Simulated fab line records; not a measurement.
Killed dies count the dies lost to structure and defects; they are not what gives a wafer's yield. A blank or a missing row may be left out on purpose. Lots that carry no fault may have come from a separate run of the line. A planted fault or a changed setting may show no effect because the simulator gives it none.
Chamber matching + flow berkeleyCmos170 + UCB170_M1_ETCH_11 on rieDiel-03 has 4 sister chambers
The step etches BARC in N2/H2. 7 wafers are shown with their chamber, then 7 later ones without.

## EACH WAFER AND ITS CHAMBER
| wafer  | chamber | throttleValvePct (%) | drypumpMotorCurrentA (A) |
|--------|---------|----------------------|--------------------------|
| L799.3 | 1       | 13.10                | 6.6                      |
| L802.3 | 3       | 13.15                | 5.3                      |
| L802.6 | 2       | 13.37                | 5.9                      |
| L804.5 | 0       | 13.51                | 6.2                      |
| L804.6 | 3       | 13.13                | 5.3                      |
| L809.2 | 2       | 13.36                | 6.0                      |
| L809.3 | 0       | 13.52                | 6.3                      |

## WAFERS MISSING THEIR CHAMBER
| wafer  | throttleValvePct (%) | drypumpMotorCurrentA (A) |
|--------|----------------------|--------------------------|
| L809.4 | 13.10                | 6.6                      |
| L813.3 | 13.09                | 6.6                      |
| L813.4 | 13.36                | 5.9                      |
| L813.5 | 13.53                | 6.2                      |
| L819.3 | 13.53                | 6.2                      |
| L819.5 | 13.53                | 6.2                      |
| L819.6 | 13.10                | 6.6                      |

## WHICH CHAMBER EACH WENT THROUGH
| wafer  | from the rows above | in truth |
|--------|---------------------|----------|
| L809.4 | 1                   | 1        |
| L813.3 | 1                   | 1        |
| L813.4 | 2                   | 2        |
| L813.5 | 0                   | 0        |
| L819.3 | 0                   | 0        |
| L819.5 | 0                   | 0        |
| L819.6 | 1                   | 1        |
7 of 7 placed correctly. Left unplaced by these rows: 0. Wrongly placed: 0.
How it was worked out, from the rows above alone: a wafer's distance from a chamber is the root of the sum, over the readings, of the square of ((its reading less the chamber's mean) divided by the reading's scatter). The wafer belongs to the nearest chamber; if the next one is less than 2 further off, it can't be placed. Each chamber's mean is taken over the wafers shown for it. The scatter is the square root of a quotient: the sum, over the shown wafers, of each reading's squared deviation from its chamber's mean, divided by wafers minus chambers.
